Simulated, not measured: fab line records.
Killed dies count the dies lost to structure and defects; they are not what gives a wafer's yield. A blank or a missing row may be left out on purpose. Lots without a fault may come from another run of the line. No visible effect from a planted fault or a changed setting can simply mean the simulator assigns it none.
Split-lot trial -- flow berkeley-cmos170 -- on a route of 331 steps: 5 lots, 23 wafers read

== THE SPLIT ITSELF ==
At UCB170_ZERO_COAT_01 (resist thk 900 nm), the setting spin-rpm was moved away from the recipe's 1500 rpm on 8 of the 23 wafers read, by -4.3% to +2.8%. For the rest of the wafers, this setting stayed at what the recipe calls for.

Reading taken at the split's own step.

== THE READING ==
KrF_of_ZERO_COAT_01.thk-nm (the simulator's own value, which no gauge read), in nm, at UCB170_ZERO_COAT_01 (resist thk 900 nm). The file gives no usual value for it. Here, 15 wafers ran the recipe; their average is 900.5 nm with a standard deviation of 2.9 nm.

wafer,"tool, chamber at the split","spin-rpm as run, rpm",against the recipe,"KrF_of_ZERO_COAT_01.thk-nm, nm",against lot-mates on the recipe
L075.1,"litho-track-04, 0",1436,-4.3%,917.8,+19.8
L075.2,"litho-track-04, 0",1500,recipe,898,-
L075.3,"litho-track-04, 0",1436,-4.3%,920.8,+22.8
L075.4,"litho-track-04, 0",1436,-4.3%,920.5,+22.5
L075.5,"litho-track-04, 0",1500,recipe,897.9,-
L076.1,"litho-track-01, 0",1500,recipe,899.4,-
L076.3,"litho-track-01, 0",1465,-2.3%,909.8,+9.0
L076.4,"litho-track-01, 0",1500,recipe,902.1,-
L076.5,"litho-track-01, 0",1465,-2.3%,911.3,+10.5
L076.6,"litho-track-01, 0",1465,-2.3%,914.3,+13.5
L080.1,"litho-track-01, 0",1500,recipe,905.8,-
L080.3,"litho-track-01, 0",1500,recipe,901.7,-
L080.4,"litho-track-01, 0",1500,recipe,902.7,-
L080.5,"litho-track-01, 0",1500,recipe,904.9,-
L080.6,"litho-track-01, 0",1500,recipe,904,-
L082.1,"litho-track-01, 0",1500,recipe,897,-
L082.2,"litho-track-01, 0",1500,recipe,899.5,-
L082.3,"litho-track-01, 0",1542,+2.8%,886.3,-11.1
L082.5,"litho-track-01, 0",1500,recipe,895.6,-
L082.6,"litho-track-01, 0",1542,+2.8%,886,-11.4
L085.1,"litho-track-01, 0",1500,recipe,901.6,-
L085.3,"litho-track-01, 0",1500,recipe,898.3,-
L085.5,"litho-track-01, 0",1500,recipe,899.7,-

THE FIT
A straight line over all 23 wafers: KrF_of_ZERO_COAT_01.thk-nm changes by -4.7 nm for each +1% of spin-rpm; r = -0.96; the points scatter about the line by 2.7 nm.
The same after taking each lot's own level away (the mean of its wafers on the recipe; 23 wafers): -4.77 nm for each +1%; r = -0.98; scatter 1.6 nm.
According to that fit, moving spin-rpm by its largest amount changes the reading by 20 nm.
The lots' own levels span 897.37 to 903.82 nm, that is 2.2 times the standard deviation above.
The two slopes are in agreement: the lot-to-lot level therefore moves the slope only a little.
Check: for one of the wafers moved furthest among these (-4.3%), held out of the fit, the line's prediction against its lot-mates is +21 nm. It came out at +19.8 nm against them.

== THE WHOLE CHAIN: every reading that the file lists as answering this split, in the file's order ==
step,what it does,reading,change (the file's fit),r (the file's)
UCB170_ZERO_COAT_01,resist thk 900 nm,"KrF_of_ZERO_COAT_01.thk-nm (the simulator's own value, which no gauge read)",-4.76 nm for each +1% of the setting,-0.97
UCB170_ZERO_STRIP_07,strips in O2,strip-time-to-endpoint-s,withheld for each +1% of the setting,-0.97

== THE FILE'S OWN FIT ==
KrF_of_ZERO_COAT_01.thk-nm changes by -4.76 nm for each +1% of spin-rpm, r = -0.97.
